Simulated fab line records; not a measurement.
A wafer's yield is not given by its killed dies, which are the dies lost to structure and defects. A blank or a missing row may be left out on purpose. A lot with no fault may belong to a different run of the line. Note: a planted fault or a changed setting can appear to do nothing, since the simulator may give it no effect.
fab line records	flow rit-cmos
record: lots: 5	wafers: 23
route steps=202 shown ACTIVE@7 FOX1@20 PWELL@47 NRETRO@54 PRETRO@65 NLDD@105 PLDD@115 SPACER@128
start-h: hours from the record's opening day to when the first of the lot's shown wafers began	wait-h: hours elapsed since this lot's preceding step	" repeats the value in the row above	L1.1+2: one row covering several wafers at once	- no value, or no start was given	* or withheld: withheld	< > ~ a bound
route shown NAME@n: names a module that has steps shown in the file, with the first one's number in the route	usual: average and standard deviation across the fault-free wafers	same: alike in all rows	chamber/n: place in a boat	sites: the reading at each site	_std_site: standard deviation of those values	_edge_site: outer sites' mean less inner sites'	radius-mm: how far each site lies from the wafer's centre	mask NAME#n: copy n	behind: tool/chamber where the wafer was last shaped	hold: why the lot went on hold/how many hours it stayed there/how the hold came to an end	device: which transistor (n, p or np) failed to switch	end of line: the route-end tests of the same wafers	step lacking rows: just its recipe	killed: at the first sort, the dies lost to defects and structure; wafer yield is something else	map: dies across one wafer; x = killed, . = not, _ = none there
set.NAME: the run value of the setting; set.NAME@STEP: its run value at that earlier step	model.NAME: the simulator's own value behind a step, which no gauge read
lots run with intentionally changed settings; tables by step, rows by wafer
== steps ==
step: RIT_ACTIVE_COAT_06
recipe: resist: NOVOLAK	spin-rpm: 3250	resist-thk-nm: 1000
lot.wafer	tool	chamber	start-h	wait-h	set.spin-rpm	model.NOVOLAK_of_ACTIVE_COAT_06.thk-nm
L076.1+3	litho-track-03	0	23.74	0.1	3172	1013
L076.2	"	0	"	"	3250	1000
L076.5	"	0	"	"	3250	999
L076.6	"	0	"	"	3172	1007
L079.1	litho-track-03	0	38.74	0.1	3439	973.2
L079.2	"	0	"	"	3250	1001
L079.3+6	"	0	"	"	3250	999
L079.4	"	0	"	"	3439	972
L082.1	litho-track-04	0	53.74	0.1	3250	1004
L082.2	"	0	"	"	3250	1001
L082.3	"	0	"	"	3383	979.1
L082.4	"	0	"	"	3383	979.8
L082.6	"	0	"	"	3383	982.1
L084.1	litho-track-04	0	63.74	0.1	3089	1023
L084.3	"	0	"	"	3089	1026
L084.4	"	0	"	"	3089	1028
L084.5+6	"	0	"	"	3250	1002
L085.1	litho-track-04	0	68.74	0.1	3250	997.9
L085.5	"	0	"	"	3250	995.4
L085.6	"	0	"	"	3250	997.6
step: RIT_ACTIVE_SOFTBAKE_07
recipe: resist: NOVOLAK	temp-c: 90	time-s: 60
lot.wafer	tool	chamber	start-h	wait-h	set.time-s
L076.1+2+3+5+6	litho-track-03	0	23.89	0.1	60
L079.1+3	litho-track-03	0	38.89	0.1	60
L079.2+4+6	"	0	"	"	56.07
L082.1+4	litho-track-04	0	53.89	0.1	60
L082.2+3+6	"	0	"	"	51.49
L084.1+3+6	litho-track-04	0	63.89	0.1	53.12
L084.4+5	"	0	"	"	60
L085.1+5+6	litho-track-04	0	68.89	0.1	60
step: RIT_ACTIVE_EXPOSE_08
recipe: mask-id: M1	na: 0.6	source-shape: conventional	sigma-outer: 0.6	target-cd-nm: 1400	dose-mj: 225
step: RIT_ACTIVE_PEB_09
recipe: resist: NOVOLAK	temp-c: withheld	time-s: withheld
step: RIT_ACTIVE_DEVELOP_10
recipe: resist: NOVOLAK	develop-time-s: 50	dev-temp-c: 23
step: RIT_ACTIVE_HARDBAKE_12
recipe: resist: NOVOLAK	temp-c: 140	time-s: 60
lot.wafer	tool	chamber	start-h	wait-h	set.spin-rpm@ACTIVE_COAT_06	model.NOVOLAK_of_ACTIVE_COAT_06.thk-nm
L076.1	litho-track-04	0	24.68	0.1	3172	894.7
L076.2	"	0	"	"	3250	884.1
L076.3	"	0	"	"	3172	895.3
L076.5	"	0	"	"	3250	882.9
L076.6	"	0	"	"	3172	889.6
L079.1	litho-track-01	0	39.56	0.1	3439	860.4
L079.2	"	0	"	"	3250	884.9
L079.3	"	0	"	"	3250	882.8
L079.4	"	0	"	"	3439	859.3
L079.6	"	0	"	"	3250	882.9
L082.1	litho-track-01	0	54.59	0.1	3250	887.3
L082.2	"	0	"	"	3250	884.5
L082.3	"	0	"	"	3383	865.5
L082.4	"	0	"	"	3383	866.1
L082.6	"	0	"	"	3383	868
L084.1	litho-track-01	0	64.56	0.1	3089	903.8
L084.3	"	0	"	"	3089	906.6
L084.4	"	0	"	"	3089	908
L084.5	"	0	"	"	3250	885.1
L084.6	"	0	"	"	3250	885.2
L085.1	litho-track-04	0	69.68	0.1	3250	881.9
L085.5	"	0	"	"	3250	879.7
L085.6	"	0	"	"	3250	881.7
step: RIT_ACTIVE_ETCH_13
recipe: stop-on: SiO2	chemistry: SF6	target: Si3N4	time-s: 210	over-etch-frac: 0.4	SF6_flow_sccm: 200	pressure-mtorr: 260	rf-w: 125	target-depth-a: 2100
lot.wafer	tool	chamber	start-h	wait-h	set.spin-rpm@ACTIVE_COAT_06	model.NOVOLAK_of_ACTIVE_COAT_06.thk-nm
L076.1	rie-diel-01	0	24.83	0.1	3172	664.7
L076.2	"	2	"	"	3250	657.3
L076.3	"	1	"	"	3172	660.7
L076.5	"	0	"	"	3250	655.2
L076.6	"	3	"	"	3172	664.3
L079.1	rie-diel-01	0	39.71	0.1	3439	630.1
L079.2	"	3	"	"	3250	660.1
L079.3	"	2	"	"	3250	654.6
L079.4	"	1	"	"	3439	626.9
L079.6	"	3	"	"	3250	655.8
L082.1	rie-diel-01	2	54.74	0.1	3250	657.9
L082.2	"	1	"	"	3250	651.2
L082.3	"	3	"	"	3383	640.3
L082.4	"	0	"	"	3383	638.3
L082.6	"	1	"	"	3383	637.6
L084.1	rie-diel-04	3	64.71	0.1	3089	676
L084.3	"	0	"	"	3089	675.3
L084.4	"	2	"	"	3089	681.1
L084.5	"	1	"	"	3250	650.9
L084.6	"	0	"	"	3250	656.3
L085.1	rie-diel-01	1	69.83	0.1	3250	647.4
L085.5	"	0	"	"	3250	648.6
L085.6	"	3	"	"	3250	652.5
step: RIT_FOX1_OXIDATION_00
recipe: temp-c: 1100	ambient: H2O	target-thk-a: 3507	p-h2o-torr: 720	ox-time-s: 1130
lot.wafer	tool	chamber	start-h	wait-h	set.temp-c	model.SiO2_of_FOX1_OXIDATION_00.thk-nm
L076.1	-	-	-	0.0	1100	333.9
L076.2	"	-	"	"	1100	330
L076.3	"	-	"	"	1100	328.9
L076.5	"	-	"	"	1100	332.5
L076.6	"	-	"	"	1100	331.4
L079.1	-	-	-	0.0	1100	352.9
L079.2	"	-	"	"	1100	352
L079.3	"	-	"	"	1100	352.8
L079.4	"	-	"	"	1100	347.9
L079.6	"	-	"	"	1100	347.2
L082.1	-	-	-	0.0	1070	294.9
L082.2	"	-	"	"	1070	293.4
L082.3	"	-	"	"	1070	299.6
L082.4	"	-	"	"	1070	296.9
L082.6	"	-	"	"	1070	293.9
L084.1	-	-	-	0.5	1126	385
L084.3	"	-	"	"	1126	392.1
L084.4	"	-	"	"	1126	387.7
L084.5	"	-	"	"	1126	385.2
L084.6	"	-	"	"	1126	389.1
L085.1	furnace-02	0	70.63	0.0	1100	337.4
L085.5	"	0	"	"	1100	333.1
L085.6	"	0	"	"	1100	342.5
step: RIT_FOX1_THK_MEAS_01
recipe: reads: SiO2_of_FOX1_OXIDATION_00
usual: FOX1_OXIDE_THK: 346/6.6
lot.wafer	tool	chamber	start-h	wait-h	set.temp-c@FOX1_OXIDATION_00	FOX1_OXIDE_THK[nm]
L076.1	film-metro-04	-	-	-	1100	334
L076.2	"	-	"	"	1100	330
L076.3	"	-	"	"	1100	329
L076.5	"	-	"	"	1100	332
L076.6	"	-	"	"	1100	331
L079.1	film-metro-04	-	-	-	1100	352
L079.2	"	-	"	"	1100	352
L079.3	"	-	"	"	1100	353
L079.4	"	-	"	"	1100	348
L079.6	"	-	"	"	1100	347
L082.1	film-metro-03	-	-	-	1070	295
L082.2	"	-	"	"	1070	293
L082.3	"	-	"	"	1070	300
L082.4	"	-	"	"	1070	297
L082.6	"	-	"	"	1070	294
L084.1	film-metro-04	-	-	-	1126	385
L084.3	"	-	"	"	1126	392
L084.4	"	-	"	"	1126	387
L084.5	"	-	"	"	1126	385
L084.6	"	-	"	"	1126	389
L085.1	film-metro-04	-	71.94	0.0	1100	338
L085.5	"	-	"	"	1100	333
L085.6	"	-	"	"	1100	342
step: RIT_PWELL_IMPLANT_08
recipe: species: B	energy-kev: 170	dose-cm2: 7e+13	tilt-deg: 7
lot.wafer	tool	chamber	start-h	wait-h	set.energy-kev	model.implant.rp-nm	model.implant.drp-nm
L076.1+2	implanter-03	0	32.29	0.2	170	492.4	102.9
L076.3+5+6	"	0	"	"	164.6	480.7	101.7
L079.1+2+3	implanter-01	0	47.09	0.2	170	485.5	102.9
L079.4+6	"	0	"	"	173.7	493.7	103.5
L082.1+2+3+4+6	implanter-01	0	62.00	0.2	170	497.8	102.9
L084.1+4+5	implanter-03	0	72.59	0.2	174.8	504	103.7
L084.3+6	"	0	"	"	170	493.3	102.9
L085.1+5+6	implanter-04	0	77.27	0.2	170	480	102.9
step: RIT_NRETRO_COAT_01
recipe: resist: NOVOLAK	spin-rpm: 2000	resist-thk-nm: 1300
lot.wafer	tool	chamber	start-h	wait-h	set.resist-thk-nm	model.NOVOLAK_of_NRETRO_COAT_01.thk-nm
L076.1	litho-track-03	0	38.15	0.1	1300	1302
L076.2+3	"	0	"	"	1321	1322
L076.5	"	0	"	"	1321	1320
L076.6	"	0	"	"	1300	1298
L079.1	litho-track-03	0	53.77	0.1	1345	1341
L079.2	"	0	"	"	1300	1300
L079.3	"	0	"	"	1345	1344
L079.4	"	0	"	"	1300	1302
L079.6	"	0	"	"	1345	1348
L082.1+4	litho-track-03	0	68.60	0.1	1300	1298
L082.2	"	0	"	"	1300	1301
L082.3	"	0	"	"	1300	1299
L082.6	"	0	"	"	1300	1294
L084.1	litho-track-01	0	78.45	0.1	1300	1298
L084.3+4	"	0	"	"	1300	1296
L084.5	"	0	"	"	1300	1300
L084.6	"	0	"	"	1300	1295
L085.1	litho-track-02	0	83.53	0.1	1300	1301
L085.5	"	0	"	"	1300	1298
L085.6	"	0	"	"	1300	1299
step: RIT_NRETRO_SOFTBAKE_02
recipe: resist: NOVOLAK	temp-c: 90	time-s: 60
step: RIT_NRETRO_EXPOSE_03
recipe: mask-id: M4	na: 0.57	target-cd-nm: 43900	dose-mj: 250
step: RIT_NRETRO_DEVELOP_05
recipe: resist: NOVOLAK	develop-time-s: 68	dev-temp-c: 23
step: RIT_NRETRO_HARDBAKE_07
recipe: resist: NOVOLAK	temp-c: 140	time-s: 120
lot.wafer	tool	chamber	start-h	wait-h	set.resist-thk-nm@NRETRO_COAT_01	model.NOVOLAK_of_NRETRO_COAT_01.thk-nm
L076.1	litho-track-02	0	38.92	0.0	1300	1138
L076.2+3	"	0	"	"	1321	1156
L076.5	"	0	"	"	1321	1154
L076.6	"	0	"	"	1300	1135
L079.1	litho-track-03	0	54.62	0.0	1345	1172
L079.2	"	0	"	"	1300	1137
L079.3	"	0	"	"	1345	1175
L079.4	"	0	"	"	1300	1139
L079.6	"	0	"	"	1345	1179
L082.1+4	litho-track-01	0	69.49	0.0	1300	1135
L082.2	"	0	"	"	1300	1138
L082.3	"	0	"	"	1300	1136
L082.6	"	0	"	"	1300	1131
L084.1	litho-track-03	0	79.21	0.0	1300	1135
L084.3+4+6	"	0	"	"	1300	1133
L084.5	"	0	"	"	1300	1136
L085.1	litho-track-01	0	84.30	0.0	1300	1138
L085.5	"	0	"	"	1300	1135
L085.6	"	0	"	"	1300	1136
step: RIT_PRETRO_COAT_01
recipe: resist: NOVOLAK	spin-rpm: 2000	resist-thk-nm: 1300
lot.wafer	tool	chamber	start-h	wait-h	set.spin-rpm	model.NOVOLAK_of_PRETRO_COAT_01.thk-nm
L076.1+5	litho-track-04	0	39.70	0.1	2000	1302
L076.2	"	0	"	"	2000	1300
L076.3	"	0	"	"	2054	1291
L076.6	"	0	"	"	2054	1284
L079.1	litho-track-01	0	55.51	0.1	2053	1282
L079.2	"	0	"	"	2000	1301
L079.3	"	0	"	"	2000	1303
L079.4	"	0	"	"	2053	1286
L079.6	"	0	"	"	2000	1304
L082.1+2	litho-track-03	0	70.28	0.1	2000	1300
L082.3	"	0	"	"	2000	1299
L082.4	"	0	"	"	2000	1297
L082.6	"	0	"	"	2000	1295
L084.1	litho-track-03	0	80.00	0.1	1942	1318
L084.3	"	0	"	"	2000	1300
L084.4	"	0	"	"	2000	1293
L084.5	"	0	"	"	1942	1317
L084.6	"	0	"	"	1942	1319
L085.1	litho-track-01	0	85.08	0.1	2000	1297
L085.5	"	0	"	"	2000	1291
L085.6	"	0	"	"	2000	1294
step: RIT_PRETRO_SOFTBAKE_02
recipe: resist: NOVOLAK	temp-c: 90	time-s: 60
step: RIT_PRETRO_EXPOSE_03
recipe: mask-id: M5	na: 0.57	target-cd-nm: 43700	dose-mj: 250
step: RIT_PRETRO_DEVELOP_05
recipe: resist: NOVOLAK	develop-time-s: 68	dev-temp-c: 23
step: RIT_PRETRO_HARDBAKE_07
recipe: resist: NOVOLAK	temp-c: 140	time-s: 120
lot.wafer	tool	chamber	start-h	wait-h	set.spin-rpm@PRETRO_COAT_01	model.NOVOLAK_of_PRETRO_COAT_01.thk-nm
L076.1+5	litho-track-03	0	40.47	0.0	2000	1139
L076.2	"	0	"	"	2000	1136
L076.3	"	0	"	"	2054	1129
L076.6	"	0	"	"	2054	1123
L079.1	litho-track-01	0	56.63	0.3	2053	1122
L079.2	"	0	"	"	2000	1138
L079.3	"	0	"	"	2000	1139
L079.4	"	0	"	"	2053	1125
L079.6	"	0	"	"	2000	1140
L082.1+2	litho-track-01	0	71.04	0.0	2000	1137
L082.3	"	0	"	"	2000	1136
L082.4	"	0	"	"	2000	1135
L082.6	"	0	"	"	2000	1132
L084.1	litho-track-04	0	80.76	0.0	1942	1153
L084.3	"	0	"	"	2000	1137
L084.4	"	0	"	"	2000	1131
L084.5	"	0	"	"	1942	1151
L084.6	"	0	"	"	1942	1154
L085.1	litho-track-03	0	85.85	0.0	2000	1134
L085.5	"	0	"	"	2000	1129
L085.6	"	0	"	"	2000	1132
step: RIT_NLDD_SOFTBAKE_02
recipe: resist: NOVOLAK	temp-c: 90	time-s: 60
lot.wafer	tool	chamber	start-h	wait-h	set.temp-c
L076.1+3+5	litho-track-01	0	50.27	0.1	92.89
L076.2+6	"	0	"	"	90
L079.1+2+4	litho-track-02	0	66.43	0.1	93.55
L079.3+6	"	0	"	"	90
L082.1+2+3	litho-track-02	0	80.32	0.1	90
L082.4+6	"	0	"	"	92.69
L084.1+3	litho-track-02	0	90.17	0.1	88.08
L084.4+5+6	"	0	"	"	90
L085.1+5+6	litho-track-02	0	96.43	0.1	90
step: RIT_NLDD_EXPOSE_03
recipe: mask-id: M7	na: 0.57	target-cd-nm: 40700	dose-mj: 250
step: RIT_NLDD_PEB_04
recipe: resist: NOVOLAK	temp-c: withheld	time-s: withheld
step: RIT_NLDD_DEVELOP_05
recipe: resist: NOVOLAK	develop-time-s: 50	dev-temp-c: 23
lot.wafer	tool	chamber	start-h	wait-h	set.temp-c@NLDD_SOFTBAKE_02	model.NOVOLAK_of_NLDD_COAT_01.thk-nm
L076.1	litho-track-01	0	-	-	92.89	992
L076.2	"	0	"	"	90	996.9
L076.3	"	0	"	"	92.89	994.1
L076.5	"	0	"	"	92.89	991.7
L076.6	"	0	"	"	90	1001
L079.1	litho-track-01	0	-	-	93.55	988.7
L079.2	"	0	"	"	93.55	989.3
L079.3	"	0	"	"	90	999.6
L079.4	"	0	"	"	93.55	992
L079.6	"	0	"	"	90	998
L082.1	litho-track-02	0	-	-	90	1003
L082.2	"	0	"	"	90	1001
L082.3	"	0	"	"	90	1000
L082.4	"	0	"	"	92.69	991.5
L082.6	"	0	"	"	92.69	992
L084.1	litho-track-04	0	-	-	88.08	1008
L084.3	"	0	"	"	88.08	1007
L084.4	"	0	"	"	90	1002
L084.5	"	0	"	"	90	1003
L084.6	"	0	"	"	90	1001
L085.1	litho-track-04	0	-	-	90	996.9
L085.5	"	0	"	"	90	996.4
L085.6	"	0	"	"	90	998.6
step: RIT_PLDD_COAT_01
recipe: resist: NOVOLAK	spin-rpm: 3250	resist-thk-nm: 1000
lot.wafer	tool	chamber	start-h	wait-h	set.resist-thk-nm	model.NOVOLAK_of_PLDD_COAT_01.thk-nm
L076.1	litho-track-03	0	51.70	0.1	1000	1000
L076.2	"	0	"	"	1044	1047
L076.3	"	0	"	"	1000	999.4
L076.5	"	0	"	"	1044	1045
L076.6	"	0	"	"	1000	1002
L079.1	litho-track-02	0	67.70	0.1	1000	1004
L079.2	"	0	"	"	1044	1048
L079.3	"	0	"	"	1044	1047
L079.4	"	0	"	"	1000	999.9
L079.6	"	0	"	"	1000	1001
L082.1	litho-track-03	0	81.72	0.1	1000	996.5
L082.2	"	0	"	"	963.8	959
L082.3	"	0	"	"	963.8	960.9
L082.4	"	0	"	"	1000	995.3
L082.6	"	0	"	"	1000	997.2
L084.1	litho-track-01	0	91.61	0.1	1000	999.7
L084.3+5	"	0	"	"	1000	1001
L084.4	"	0	"	"	1000	1002
L084.6	"	0	"	"	1000	999.6
L085.1+5+6	litho-track-02	0	97.82	0.1	1000	1005
step: RIT_PLDD_SOFTBAKE_02
recipe: resist: NOVOLAK	temp-c: 90	time-s: 60
step: RIT_PLDD_EXPOSE_03
recipe: mask-id: M8	na: 0.57	target-cd-nm: 40900	dose-mj: 250
step: RIT_PLDD_DEVELOP_05
recipe: resist: NOVOLAK	develop-time-s: 50	dev-temp-c: 23
step: RIT_PLDD_HARDBAKE_07
recipe: resist: NOVOLAK	temp-c: 140	time-s: 60
lot.wafer	tool	chamber	start-h	wait-h	set.resist-thk-nm@PLDD_COAT_01	model.NOVOLAK_of_PLDD_COAT_01.thk-nm
L076.1	litho-track-03	0	52.51	0.0	1000	884
L076.2	"	0	"	"	1044	925.3
L076.3	"	0	"	"	1000	883.3
L076.5	"	0	"	"	1044	922.8
L076.6	"	0	"	"	1000	885.5
L079.1	litho-track-02	0	68.44	0.0	1000	887.5
L079.2	"	0	"	"	1044	925.4
L079.3	"	0	"	"	1044	925.1
L079.4	"	0	"	"	1000	883.6
L079.6	"	0	"	"	1000	884.9
L082.1	litho-track-01	0	82.58	0.0	1000	880.7
L082.2	"	0	"	"	963.8	847.8
L082.3	"	0	"	"	963.8	849.6
L082.4	"	0	"	"	1000	879.7
L082.6	"	0	"	"	1000	881.4
L084.1	litho-track-03	0	92.47	0.0	1000	883.6
L084.3+5	"	0	"	"	1000	884.9
L084.4	"	0	"	"	1000	885.3
L084.6	"	0	"	"	1000	883.5
L085.1	litho-track-01	0	98.68	0.0	1000	888.5
L085.5+6	"	0	"	"	1000	887.9
step: RIT_PLDD_IMPLANT_08
recipe: species: BF2	energy-kev: 20	dose-cm2: 9e+14	tilt-deg: 7
lot.wafer	tool	chamber	start-h	wait-h	set.energy-kev	model.implant.rp-nm	model.implant.drp-nm
L076.1+2+3+5+6	implanter-04	0	52.66	0.1	20	17.14	9.752
L079.1+2	implanter-03	0	68.59	0.1	21.09	17.96	10.12
L079.3+4+6	"	0	"	"	20	17.23	9.752
L082.1+3+4	implanter-01	0	82.73	0.1	20	17.59	9.752
L082.2+6	"	0	"	"	19.18	17.03	9.469
L084.1+4+5	implanter-04	0	92.62	0.1	20.99	17.86	10.09
L084.3+6	"	0	"	"	20	17.2	9.752
L085.1+5+6	implanter-03	0	98.83	0.1	20	17.64	9.752
step: RIT_PLDD_STRIP_09
recipe: chemistry: O2	time-s: 180	resist: NOVOLAK	platen-temp-c: withheld	power-w: 500	pressure-mtorr: 4000	o2-flow-sccm: 4000
step: RIT_PLDD_TW_MEAS_10
usual: PLDD_TW: 2300/8.3
lot.wafer	tool	chamber	start-h	wait-h	set.energy-kev@PLDD_IMPLANT_08	PLDD_TW
L076.1	film-metro-02	-	52.98	0.1	20	2311
L076.2	"	-	"	"	20	2312
L076.3	"	-	"	"	20	2301
L076.5	"	-	"	"	20	2304
L076.6	"	-	"	"	20	2297
L079.1	film-metro-02	-	68.91	0.1	21.09	2330
L079.2	"	-	"	"	21.09	2328
L079.3	"	-	"	"	20	2303
L079.4	"	-	"	"	20	2306
L079.6	"	-	"	"	20	2292
L082.1	film-metro-03	-	83.06	0.1	20	2307
L082.2	"	-	"	"	19.18	2264
L082.3	"	-	"	"	20	2292
L082.4	"	-	"	"	20	2303
L082.6	"	-	"	"	19.18	2268
L084.1	film-metro-03	-	92.94	0.1	20.99	2325
L084.3	"	-	"	"	20	2290
L084.4	"	-	"	"	20.99	2323
L084.5	"	-	"	"	20.99	2322
L084.6	"	-	"	"	20	2299
L085.1	film-metro-02	-	99.16	0.1	20	2304
L085.5	"	-	"	"	20	2317
L085.6	"	-	"	"	20	2309
step: RIT_SPACER_CVD_03
recipe: material: Si3N4	target-thk-nm: 250	temp-c: 810	precursor: SiH2Cl2/NH3	time-s: 3300	pressure-mtorr: 300	sih2cl2-flow-sccm: 60	nh3-flow-sccm: 150
lot.wafer	tool	chamber	start-h	wait-h	set.pressure-mtorr	model.Si3N4_of_SPACER_CVD_03.thk-nm
L076.1	-	-	-	0.0	258.3	242.5
L076.2	"	-	"	"	258.3	241.9
L076.3	"	-	"	"	258.3	239.5
L076.5	"	-	"	"	258.3	243.1
L076.6	"	-	"	"	258.3	241.4
L079.1	-	-	-	0.0	284.2	244.8
L079.2	"	-	"	"	284.2	242.2
L079.3	"	-	"	"	284.2	242.7
L079.4	"	-	"	"	284.2	245.1
L079.6	"	-	"	"	284.2	244
L082.1+2	-	-	-	0.0	321.8	256.5
L082.3	"	-	"	"	321.8	256
L082.4	"	-	"	"	321.8	257.5
L082.6	"	-	"	"	321.8	257.9
L084.1	-	-	-	0.0	300	251
L084.3	"	-	"	"	300	254
L084.4	"	-	"	"	300	250
L084.5	"	-	"	"	300	254.7
L084.6	"	-	"	"	300	253.3
L085.1	lpcvd-02	0	99.58	0.0	300	245.7
L085.5	"	0	"	"	300	246.3
L085.6	"	0	"	"	300	247.5
== key ==
split: step: RIT_ACTIVE_COAT_06	setting: spin-rpm	stated: 3250	by: wafer
response: step: RIT_ACTIVE_COAT_06	reading: model.NOVOLAK_of_ACTIVE_COAT_06.thk-nm	change: -4.87	per: 1%	r: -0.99
response: step: RIT_ACTIVE_HARDBAKE_12	reading: model.NOVOLAK_of_ACTIVE_COAT_06.thk-nm	change: -4.26	per: 1%	r: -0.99
response: step: RIT_ACTIVE_ETCH_13	reading: model.NOVOLAK_of_ACTIVE_COAT_06.thk-nm	change: -4.51	per: 1%	r: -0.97
split: step: RIT_ACTIVE_SOFTBAKE_07	setting: time-s	stated: 60	by: wafer
response none clear
split: step: RIT_FOX1_OXIDATION_00	setting: temp-c	stated: 1100	by: lot
response: step: RIT_FOX1_OXIDATION_00	reading: model.SiO2_of_FOX1_OXIDATION_00.thk-nm	change: +18	per: 1%	r: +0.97
response: step: RIT_FOX1_THK_MEAS_01	reading: FOX1_OXIDE_THK	change: +18	per: 1%	r: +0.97
split: step: RIT_PWELL_IMPLANT_08	setting: energy-kev	stated: 170	by: wafer
response: step: RIT_PWELL_IMPLANT_08	reading: model.implant.rp-nm	change: +3.73	per: 1%	r: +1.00
response: step: RIT_PWELL_IMPLANT_08	reading: model.implant.drp-nm	change: +0.315	per: 1%	r: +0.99
split: step: RIT_NRETRO_COAT_01	setting: resist-thk-nm	stated: 1300	by: wafer
response: step: RIT_NRETRO_COAT_01	reading: model.NOVOLAK_of_NRETRO_COAT_01.thk-nm	change: +12.7	per: 1%	r: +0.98
response: step: RIT_NRETRO_HARDBAKE_07	reading: model.NOVOLAK_of_NRETRO_COAT_01.thk-nm	change: +10.9	per: 1%	r: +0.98
split: step: RIT_PRETRO_COAT_01	setting: spin-rpm	stated: 2000	by: wafer
response: step: RIT_PRETRO_COAT_01	reading: model.NOVOLAK_of_PRETRO_COAT_01.thk-nm	change: -6.56	per: 1%	r: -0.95
response: step: RIT_PRETRO_HARDBAKE_07	reading: model.NOVOLAK_of_PRETRO_COAT_01.thk-nm	change: -5.64	per: 1%	r: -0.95
split: step: RIT_NLDD_SOFTBAKE_02	setting: temp-c	stated: 90	by: wafer
response: step: RIT_NLDD_DEVELOP_05	reading: model.NOVOLAK_of_NLDD_COAT_01.thk-nm	change: -2.45	per: 1%	r: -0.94
split: step: RIT_PLDD_COAT_01	setting: resist-thk-nm	stated: 1000	by: wafer
response: step: RIT_PLDD_COAT_01	reading: model.NOVOLAK_of_PLDD_COAT_01.thk-nm	change: +10.3	per: 1%	r: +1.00
response: step: RIT_PLDD_HARDBAKE_07	reading: model.NOVOLAK_of_PLDD_COAT_01.thk-nm	change: +9	per: 1%	r: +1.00
split: step: RIT_PLDD_IMPLANT_08	setting: energy-kev	stated: 20	by: wafer
response: step: RIT_PLDD_IMPLANT_08	reading: model.implant.rp-nm	change: +0.134	per: 1%	r: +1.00
response: step: RIT_PLDD_IMPLANT_08	reading: model.implant.drp-nm	change: +0.0682	per: 1%	r: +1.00
response: step: RIT_PLDD_TW_MEAS_10	reading: PLDD_TW	change: +6.2	per: 1%	r: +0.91
split: step: RIT_SPACER_CVD_03	setting: pressure-mtorr	stated: 300	by: lot
response: step: RIT_SPACER_CVD_03	reading: model.Si3N4_of_SPACER_CVD_03.thk-nm	change: +0.741	per: 1%	r: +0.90
